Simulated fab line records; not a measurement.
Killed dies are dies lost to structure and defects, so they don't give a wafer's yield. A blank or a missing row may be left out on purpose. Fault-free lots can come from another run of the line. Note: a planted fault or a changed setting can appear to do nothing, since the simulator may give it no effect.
Which tool was responsible? | flow ritCmos | 42 wafers from 14 lots sampled at 2 of the route's 202 steps

== WHAT EACH GAUGE READ, for each wafer ==
The record holds no reading of a measuring or inspecting step that can be judged against a usual standard deviation.

== TOOL THAT RAN EACH LOT (tool first, then ch and the chambers of the sampled wafers, then the start) ==
lot  | RIT_M1_METAL_ETCH_12            | RIT_M1_PROBE_99
L912 | rieMetal-01 ch 0,1, day 3 16:31 | prober-01, day 3 18:55
L914 | rieMetal-02 ch 0,1, day 3 23:40 | prober-01, day 4 03:07
L915 | rieMetal-01 ch 0,1, day 4 03:26 | prober-02, day 4 05:44
L916 | rieMetal-04 ch 0,1, day 4 09:44 | prober-02, day 4 12:02
L918 | rieMetal-01 ch 0,1, day 4 17:22 | prober-02, day 4 19:38
L919 | rieMetal-04 ch 0,1, day 4 23:17 | prober-01, day 5 01:32
L920 | rieMetal-02 ch 0,1, day 5 05:52 | prober-01, day 5 08:07
L921 | rieMetal-01 ch 0,1, day 5 09:04 | prober-02, day 5 12:40
L925 | rieMetal-04 ch 0,1, day 6 06:44 | prober-02, day 6 09:00
L926 | rieMetal-02 ch 1, day 6 10:40   | prober-01, day 6 13:20
L927 | rieMetal-01 ch 0,1, day 6 14:37 | prober-02, day 6 16:52
L929 | rieMetal-01 ch 0,1, day 7 02:07 | prober-02, day 7 04:32
L932 | rieMetal-04 ch 0,1, day 7 15:15 | prober-01, day 7 17:35
L933 | rieMetal-02 ch 0,1, day 7 20:56 | prober-02, day 7 23:14
- RIT_M1_METAL_ETCH_12: etches Al in Cl2/BCl3, stops on SiO2, time 165 s, target depth 600 nm.
- RIT_M1_PROBE_99

== AS READ BY THE TOOLS THEMSELVES (means over the sampled wafers that have a number; for cases with no such wafer, the mark the record gives instead) ==
RIT_M1_METAL_ETCH_12.
lot  | tool        | drypumpMotorCurrentA (A) | oesProductAu (a.u.) | throttleValvePct (%)
L912 | rieMetal-01 | 5.66                     | 0.773               | 8.26
L914 | rieMetal-02 | 5.59                     | 0.770               | 8.13
L915 | rieMetal-01 | 5.46                     | 0.794               | 8.19
L916 | rieMetal-04 | 5.16                     | 0.781               | 8.08
L918 | rieMetal-01 | 5.47                     | 0.792               | 8.19
L919 | rieMetal-04 | 5.16                     | 0.783               | 8.08
L920 | rieMetal-02 | 5.62                     | 0.786               | 8.05
L921 | rieMetal-01 | 5.63                     | 0.786               | 8.24
L925 | rieMetal-04 | 5.16                     | 0.782               | 8.08
L926 | rieMetal-02 | 5.66                     | 0.785               | 7.98
L927 | rieMetal-01 | 5.47                     | 0.728               | 8.20
L929 | rieMetal-01 | 5.47                     | 0.724               | 8.19
L932 | rieMetal-04 | 5.39                     | 0.783               | 8.12
L933 | rieMetal-02 | 5.62                     | 0.786               | 8.07

RIT_M1_PROBE_99.
lot  | tool      | defectLimitedYield (%) | killedAtContacts | killedAtFrontEnd | killedDies | killedOpen | killedShort | sort_bin_3_pad_short (%) | sort_bin_5_function (%) | sort_bin_6_memory (%) | sortNPass | sortYieldPct (%)
L912 | prober-01 | 97.8                   | 0.0              | 5.7              | 5.7        | 2.7        | 3           | 0.1                      | 1.3                     | 0.8                   | 258.3     | 97.8
L914 | prober-01 | 96.1                   | 0.3              | 10.0             | 10.3       | 5.7        | 5           | 0.0                      | 1.8                     | 2.2                   | 253.7     | 96.1
L915 | prober-02 | 97.9                   | 0.0              | 5.7              | 5.7        | 3.3        | 2           | 0.0                      | 1.6                     | 0.5                   | 258.3     | 97.9
L916 | prober-02 | 98.8                   | 0.0              | 3.0              | 3.0        | 1.0        | 2           | 0.1                      | 0.5                     | 0.5                   | 261.0     | 98.8
L918 | prober-02 | 97.4                   | 0.0              | 7.0              | 7.0        | 4.0        | 3           | 0.0                      | 1.4                     | 1.3                   | 257.0     | 97.4
L919 | prober-01 | 98.3                   | 0.0              | 4.3              | 4.3        | 2.3        | 2           | 0.1                      | 1.2                     | 0.4                   | 259.7     | 98.3
L920 | prober-01 | 97.7                   | 0.0              | 6.0              | 6.0        | 3.7        | 2           | 0.1                      | 1.6                     | 0.5                   | 258.0     | 97.7
L921 | prober-02 | 97.2                   | 0.0              | 7.3              | 7.3        | 4.3        | 3           | 0.0                      | 2.0                     | 0.8                   | 256.7     | 97.2
L925 | prober-02 | 98.2                   | 0.3              | 4.3              | 4.7        | 2.7        | 2           | 0.0                      | 1.4                     | 0.4                   | 259.3     | 98.2
L926 | prober-01 | 97.3                   | 0.0              | 7.0              | 7.0        | 2.3        | 5           | 0.1                      | 1.7                     | 0.9                   | 257.0     | 97.3
L927 | prober-02 | 97.5                   | 0.3              | 6.3              | 6.7        | 2.7        | 4           | 0.3                      | 0.9                     | 1.4                   | 257.3     | 97.5
L929 | prober-02 | 97.9                   | 0.0              | 5.3              | 5.3        | 2.7        | 3           | 0.0                      | 0.9                     | 1.1                   | 258.7     | 97.9
L932 | prober-01 | 96.6                   | 0.0              | 9.0              | 9.0        | 3.3        | 6           | 0.4                      | 1.6                     | 1.4                   | 255.0     | 96.6
L933 | prober-02 | 97.5                   | 0.3              | 6.3              | 6.7        | 4.3        | 2           | 0.1                      | 1.0                     | 1.4                   | 257.3     | 97.5

== THE ANSWER, worked out from the rows above alone ==
Rule: the usual values come from the lots themselves. Put in order of their means at a reading, lots are off if they are a third of the lots or fewer, leave a main group of 4 or more, and stand apart from it by a gap of 3 or more times the standard deviation of the main group's means; of several such gaps the widest counts. If all means in a main group match to the digits the tables above print for the reading, that group is not used. Also off: a lot with no number at a reading for which 4 or more lots have one. The other lots that the step has rows for count as sound. The gauges are gone through in route order, then the tools' own readings, and for those a lot's mean is taken as printed above. At the first step where some lot is off, the reading lying furthest off is the one used; lots without a number count as furthest.
Off: L927, L929, at RIT_M1_METAL_ETCH_12 (oesProductAu). Main group: mean 0.783 a.u., sd 0.0065.
A tool fits if, at that step or a process step before it, it ran every lot that is off, and no sound lot after the first of them. One fits: RIT_M1_METAL_ETCH_12 on rieMetal-01. Its last sound lot is L921 (day 5 09:04), its first lot that is off L927 (day 6 14:37): a fault that began between those two fits.
On the lots that are off, the tool's own readings at RIT_M1_METAL_ETCH_12 differ by more than 5 times the standard deviation of the sound lots' means, which bears it out; oesProductAu reads 0.726 a.u. there versus 0.783 a.u. on the sound lots.

== WHAT THE SIMULATOR HAD INSERTED ==
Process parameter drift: rieMetal-01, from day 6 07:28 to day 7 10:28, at RIT_M1_METAL_ETCH_12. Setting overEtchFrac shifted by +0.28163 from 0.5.
Struck lots among those shown: L927, L929. The rule given above showed the same thing.
